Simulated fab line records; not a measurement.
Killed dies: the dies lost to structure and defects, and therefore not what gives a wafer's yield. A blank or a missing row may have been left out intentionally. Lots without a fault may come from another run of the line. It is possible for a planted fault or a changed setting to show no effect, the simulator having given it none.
Commonality check across tools | flow berkeley-cmos170 | 15 lots, 45 wafers sampled

## WHAT PROMPTED THE OPENING
3 of 15 lots carry a flag on the reading PSD_TW at UCB170_PSD_TW_MEAS_10. No-fault wafers: 2346, standard deviation 14.
Rule: flag the lot when none of its wafers has a number, or when each of its wafers that has one lies beyond 4 standard deviations from that mean. The rest of the lots are taken to be sound.

lot  | measured     | on            | PSD_TW, wafer by wafer | flag
L241 | day 6 06:40  | film-metro-03 | 2344 2353 2348         |
L243 | day 7 08:46  | film-metro-02 | 2331 2343 2334         |
L244 | day 7 21:54  | film-metro-04 | 2336 2355 2353         |
L245 | day 7 22:10  | film-metro-02 | 2343 2334 2341         |
L246 | day 7 22:23  | film-metro-03 | 2322 2334 2328         |
L247 | day 8 07:38  | film-metro-02 | 2345 2336 2342         |
L249 | day 8 14:58  | film-metro-02 | 2347 2344 2348         |
L252 | day 9 06:19  | film-metro-02 | 2353 2351 2369         |
L254 | day 9 18:39  | film-metro-02 | 2260 2256 2246         | FLAGGED
L256 | day 9 18:48  | film-metro-04 | 2250 2257 2255         | FLAGGED
L255 | day 9 19:06  | film-metro-03 | 2228 2230 2234         | FLAGGED
L260 | day 10 08:49 | film-metro-04 | 2374 2365 2362         |
L259 | day 10 09:07 | film-metro-03 | 2320 2326 2312         |
L261 | day 10 12:15 | film-metro-03 | 2324 2323 2326         |
L263 | day 11 08:04 | film-metro-04 | 2350 2351 2346         |
The numbers of the flagged lots are 2246 on average: -100 against the usual, or -7 standard deviations.

## WHICH TOOL EACH LOT WENT THROUGH
2 process steps preceding the reading are held in the record, out of 331 steps in the route. Read each cell as the tool, then ch plus the chambers that the sampled wafers visited, then the start.
lot  | flag    | UCB170_PSD_IMPLANT_08           | UCB170_PSD_STRIP_09
L241 |         | implanter-03 ch 0, day 6 06:25  | plasma-asher-02 ch 0,1, day 6 06:34
L243 |         | implanter-02 ch 0, day 7 08:34  | plasma-asher-04 ch 0,1, day 7 08:40
L244 |         | implanter-02 ch 0, day 7 21:39  | plasma-asher-04 ch 0,1, day 7 21:48
L245 |         | implanter-04 ch 0, day 7 21:56  | plasma-asher-02 ch 1, day 7 22:04
L246 |         | implanter-03 ch 0, day 7 22:08  | plasma-asher-01 ch 0,1, day 7 22:17
L247 |         | implanter-03 ch 0, day 8 07:23  | plasma-asher-02 ch 0,1, day 8 07:32
L249 |         | implanter-04 ch 0, day 8 14:43  | plasma-asher-04 ch 0,1, day 8 14:52
L252 |         | implanter-03 ch 0, day 9 06:04  | plasma-asher-01 ch 0,1, day 9 06:13
L254 | FLAGGED | implanter-04 ch 0, day 9 18:24  | plasma-asher-02 ch 0,1, day 9 18:33
L256 | FLAGGED | implanter-04 ch 0, day 9 18:33  | plasma-asher-01 ch 0,1, day 9 18:42
L255 | FLAGGED | implanter-04 ch 0, day 9 18:51  | plasma-asher-01 ch 0,1, day 9 19:00
L260 |         | implanter-03 ch 0, day 10 08:35 | plasma-asher-02 ch 0, day 10 08:43
L259 |         | implanter-03 ch 0, day 10 08:52 | plasma-asher-02 ch 0,1, day 10 09:01
L261 |         | implanter-03 ch 0, day 10 12:02 | plasma-asher-02 ch 0,1, day 10 12:10
L263 |         | implanter-03 ch 0, day 11 07:49 | plasma-asher-02 ch 0,1, day 11 07:58
What these steps do:
- UCB170_PSD_IMPLANT_08
- UCB170_PSD_STRIP_09: strips in O2.
- UCB170_PSD_TW_MEAS_10

## FLAGGED AGAINST TOTAL, ONE TOOL AT A TIME (gauges that did the reading follow at the end)
step                  | tool            | lots run | flagged | share of the flagged lots | sound lots run after its first flagged lot
UCB170_PSD_IMPLANT_08 | implanter-02    | 2        | 0       | none                      | -
UCB170_PSD_IMPLANT_08 | implanter-03    | 8        | 0       | none                      | -
UCB170_PSD_IMPLANT_08 | implanter-04    | 5        | 3       | all                       | 0
UCB170_PSD_STRIP_09   | plasma-asher-01 | 4        | 2       | some                      | 0
UCB170_PSD_STRIP_09   | plasma-asher-02 | 8        | 1       | some                      | 4 (L260,L259,L261,L263)
UCB170_PSD_STRIP_09   | plasma-asher-04 | 3        | 0       | none                      | -
UCB170_PSD_TW_MEAS_10 | film-metro-02   | 6        | 1       | some                      | 0
UCB170_PSD_TW_MEAS_10 | film-metro-03   | 5        | 1       | some                      | 2 (L259,L261)
UCB170_PSD_TW_MEAS_10 | film-metro-04   | 4        | 1       | some                      | 2 (L260,L263)

## WHAT THE TABLE PERMITS
Rows of the table that ran each flagged lot: 1, that is implanter-04 at UCB170_PSD_IMPLANT_08.
- implanter-04 at UCB170_PSD_IMPLANT_08: 3 of its 5 lots flagged. It ran its last sound lot, L249, at day 8 14:43 and its first flagged lot, L254, at day 9 18:24: a fault with its onset between the two fits. Its own readings (beam-energy-keV) fall more than 4 standard deviations out on all wafers of the flagged lots.
Left over: one tool, implanter-04 at UCB170_PSD_IMPLANT_08.

## WHAT HAD BEEN PUT IN BY THE SIMULATOR
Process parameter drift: implanter-04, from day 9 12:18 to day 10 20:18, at UCB170_PSD_IMPLANT_08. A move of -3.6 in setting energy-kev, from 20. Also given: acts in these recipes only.
Lots struck among those shown: L254, L256, L255. The rule above found the same.
